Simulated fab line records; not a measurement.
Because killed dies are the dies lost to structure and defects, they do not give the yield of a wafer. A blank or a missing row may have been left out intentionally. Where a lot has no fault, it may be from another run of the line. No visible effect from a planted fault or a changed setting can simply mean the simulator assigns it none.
The tool behind it: which one? / flow rit cmos / 7 lots with 21 wafers sampled at 2 steps, on a route of 202 steps

WHAT EACH GAUGE READ, for each wafer
RIT_NRETRO_TW_MEAS_10.
lot=L340; measured=day 2 17:35; on=film metro-01; NRETRO_TW=1047 1046 1044
lot=L342; measured=day 3 02:28; on=film metro-01; NRETRO_TW=1055 1052 1049
lot=L344; measured=day 3 13:49; on=film metro-02; NRETRO_TW=1060 1066 1059
lot=L346; measured=day 3 23:23; on=film metro-01; NRETRO_TW=1048 1049 1045
lot=L351; measured=day 5 03:20; on=film metro-03; NRETRO_TW=1038 1043 1038
lot=L355; measured=day 5 20:59; on=film metro-03; NRETRO_TW=965 967 966
lot=L360; measured=day 7 00:03; on=film metro-03; NRETRO_TW=1036 1040 1048

EACH LOT AND THE TOOL THAT RAN IT (in order: tool; ch and the chambers of the sampled wafers; start)
lot=L340; RIT_NRETRO_IMPLANT_08=implanter-04 ch 0, day 2 17:16
lot=L342; RIT_NRETRO_IMPLANT_08=implanter-04 ch 0, day 3 02:09
lot=L344; RIT_NRETRO_IMPLANT_08=implanter-04 ch 0, day 3 13:29
lot=L346; RIT_NRETRO_IMPLANT_08=implanter-02 ch 0, day 3 23:07
lot=L351; RIT_NRETRO_IMPLANT_08=implanter-02 ch 0, day 5 03:02
lot=L355; RIT_NRETRO_IMPLANT_08=implanter-02 ch 0, day 5 20:40
lot=L360; RIT_NRETRO_IMPLANT_08=implanter-01 ch 0, day 6 23:46
- RIT_NRETRO_IMPLANT_08

THE ANSWER, worked out from the rows above alone
Rule: what is usual is taken from the lots themselves. Put in order of their means at a reading, lots are off if they are a third of the lots or fewer, leave a main group of 4 or more, and stand apart from it by a gap of 3 or more times the standard deviation of the main group's means; of several such gaps the widest counts. A main group whose means are all the same, to the digits that the tables above print for the reading, isn't used. Also off: a lot with no number at a reading for which 4 or more lots have one. Any other lot the step has rows for is counted as sound.
Off: at RIT_NRETRO_TW_MEAS_10 (NRETRO_TW), L355. Mean 1048 and standard deviation 7.3 in the main group.
If a tool, at a process step before that reading, ran all the lots that are off and no sound lot after the first of them, it fits. Those tools and the gauges at RIT_NRETRO_TW_MEAS_10 are tried in the same way. One candidate fits, namely implanter-02 at RIT_NRETRO_IMPLANT_08. Its last sound lot is L351 (day 5 03:02), its first lot that is off L355 (day 5 20:40): a fault that began between those two fits.

WHAT WAS PUT IN BY THE SIMULATOR
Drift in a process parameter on implanter-02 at RIT_NRETRO_IMPLANT_08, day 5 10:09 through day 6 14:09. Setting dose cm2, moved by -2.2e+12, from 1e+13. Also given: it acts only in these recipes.
Shown lots that were struck: L355. The rule given above showed the same thing.
